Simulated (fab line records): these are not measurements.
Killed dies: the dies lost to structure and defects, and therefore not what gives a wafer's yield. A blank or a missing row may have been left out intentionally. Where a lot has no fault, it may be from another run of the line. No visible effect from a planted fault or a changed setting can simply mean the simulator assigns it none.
Commonality check across tools ; flow rit cmos ; Sampled: 14 lots, 42 wafers

== THE REASON FOR OPENING IT ==
At RIT_ACTIVE_THK_MEAS_04 the reading ACTIVE_NITRIDE_THK is flagged on 2 of 14 lots. Fault-free wafers read 150.0 nm, with a standard deviation of 1.4.
Rule: a lot is flagged when every wafer of it that has a number lies more than 4 standard deviations from that mean, or none has a number. All remaining lots are regarded as sound.

lot;measured;on;ACTIVE_NITRIDE_THK (nm), wafer by wafer;flag
L848;day 1 14:16;film metro-01;151.2 151.0 149.3;
L851;day 2 04:32;film metro-01;151.9 151.5 151.1;
L853;day 2 15:33;film metro-01;149.7 148.5 148.4;
L854;day 2 21:13;film metro-02;297.9 298.6 298.5;FLAGGED
L856;day 3 06:08;film metro-02;150.8 150.5 148.9;
L857;day 3 11:19;film metro-02;149.5 149.7 149.4;
L858;day 3 20:37;film metro-01;299.5 301.9 301.0;FLAGGED
L864;day 4 21:32;film metro-04;151.9 151.4 150.5;
L865;day 5 03:07;film metro-02;150.6 150.5 151.9;
L866;day 5 08:55;film metro-01;148.4 149.8 148.8;
L868;day 5 19:07;film metro-01;149.4 150.6 149.3;
L869;day 5 23:14;film metro-01;147.8 148.2 147.8;
L870;day 6 05:11;film metro-02;148.9 147.8 149.9;
L871;day 6 08:43;film metro-01;150.6 149.7 149.5;
The numbers of the flagged lots are 299.6 nm on average: +149.6 nm against the usual, or +99 or more standard deviations.

== WHICH TOOL EACH LOT WENT THROUGH ==
The record holds 1 process step before the reading, out of a route of 202 steps. Every cell lists first the tool, next ch and the chambers used by the sampled wafers, and last the start.
lot;flag;RIT_ACTIVE_CVD_03
L848;;lpcvd-02 ch 1, day 1 12:51
L851;;lpcvd-02 ch 0, day 2 03:07
L853;;lpcvd-01 ch 0, day 2 14:08
L854;FLAGGED;lpcvd-01 ch 1, day 2 18:07
L856;;lpcvd-02 ch 1, day 3 04:41
L857;;lpcvd-02 ch 1, day 3 09:54
L858;FLAGGED;lpcvd-02 ch 1, day 3 17:19 and lpcvd-01 ch 1, day 3 19:11
L864;;lpcvd-02 ch 0, day 4 20:07
L865;;lpcvd-02 ch 0, day 5 01:41
L866;;lpcvd-01 ch 1, day 5 06:46
L868;;lpcvd-02 ch 0, day 5 17:37
L869;;lpcvd-02 ch 0, day 5 21:07
L870;;lpcvd-02 ch 0, day 6 03:02
L871;;lpcvd-01 ch 0, day 6 07:17
What is done by these steps:
- RIT_ACTIVE_CVD_03: deposits Si3N4 from SiH2Cl2/NH3, target thk 150 nm, time 1500 s.
- RIT_ACTIVE_THK_MEAS_04

== FLAGGED AGAINST TOTAL, ONE TOOL AT A TIME (gauges that did the reading follow at the end) ==
step;tool;lots run;flagged;share of the flagged lots;sound lots run after its first flagged lot
RIT_ACTIVE_CVD_03;lpcvd-01;5;2;all;2 (L866,L871)
RIT_ACTIVE_CVD_03;lpcvd-02;10;1;some;5 (L864,L865,L868,L869,L870)
RIT_ACTIVE_THK_MEAS_04;film metro-01;8;1;some;4 (L866,L868,L869,L871)
RIT_ACTIVE_THK_MEAS_04;film metro-02;5;1;some;4 (L856,L857,L865,L870)
RIT_ACTIVE_THK_MEAS_04;film metro-04;1;0;none;-

== THE TABLE: WHAT IT ALLOWS ==
All flagged lots share 1 row of the table, namely lpcvd-01 at RIT_ACTIVE_CVD_03.
- lpcvd-01 at RIT_ACTIVE_CVD_03: 2 of its 5 lots flagged. Sound lots ran on it after the first flagged one (L866, L871), which a lasting fault on the whole tool wouldn't allow.
No row of the table ran every flagged lot and no sound lot after the first.

== WHAT THE SIMULATOR PUT IN ==
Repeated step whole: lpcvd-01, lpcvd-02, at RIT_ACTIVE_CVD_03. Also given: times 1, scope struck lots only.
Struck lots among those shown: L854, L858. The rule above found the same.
